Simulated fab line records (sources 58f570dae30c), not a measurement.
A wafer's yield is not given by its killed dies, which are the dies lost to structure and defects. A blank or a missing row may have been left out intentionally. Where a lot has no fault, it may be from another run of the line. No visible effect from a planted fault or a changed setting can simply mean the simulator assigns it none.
A single fault, viewed from 2 desks -- flow berkeley cmos170 -- each desk holds nothing but its own numbers, with what lay behind them at the end

THE TOOL OWNER'S DESK: rie metal-01
The tool's own readings at UCB170_M3_METAL_ETCH_18 (etches Al in Cl2/BCl3, stops on SiO2, target depth 1170 nm, time 195 s): means of the sampled wafers that have a number, for each lot that ran on this tool. If a lot's mean is further than 4 standard deviations from the usual mean, the lot is out of limits and carries the mark OUT (the distance appears in the brackets).
Columns: A = drypump motor current A at UCB170_M3_METAL_ETCH_18, usual 5.7 A; B = oes product au at UCB170_M3_METAL_ETCH_18, usual 0.855 a.u.; C = throttle valve pct at UCB170_M3_METAL_ETCH_18, usual 24.24 %
lot,first seen here,A,B,C
L625,day 9 08:10,6.0,0.839,24.67
L629,day 10 03:24,6.0,0.861,24.66
L628,day 10 05:07,6.0,0.860,24.67
L633,day 11 06:29,6.0,0.867,24.66
L637,day 11 10:30,5.9,0.858,24.71
This desk found nothing out of limits on any of the 5 lots.

AT THE METROLOGY DESK
What the gauges read for every lot (on any tool): the sampled wafers with a number, averaged. If a lot's mean is further than 4 standard deviations from the usual mean, the lot is out of limits and carries the mark OUT (the distance appears in the brackets).
Columns: A = cd nm at UCB170_V2_CD_MEAS_90, usual 699.3 nm
lot,first seen here,A
L621,day 8 02:02,699.4
L623,day 8 15:32,698.6
L625,day 9 04:51,700.0
L629,day 10 00:31,698.9
L630,day 10 00:38,698.2
L627,day 10 01:37,698.2
L628,day 10 02:16,697.1
L631,day 10 16:59,698.2
L633,day 11 03:19,698.1
L637,day 11 06:20,697.4
L641,day 12 00:53,698.3
L639,day 12 01:13,699.0
L642,day 12 02:35,699.7
L640,day 12 03:06,699.1
This desk found nothing out of limits on any of the 14 lots.

TAKEN TOGETHER
The desk of the tool owner found nothing out of limits.
Metrology desk: nothing out of limits seen.

WHAT THE SIMULATOR HAD PUT IN
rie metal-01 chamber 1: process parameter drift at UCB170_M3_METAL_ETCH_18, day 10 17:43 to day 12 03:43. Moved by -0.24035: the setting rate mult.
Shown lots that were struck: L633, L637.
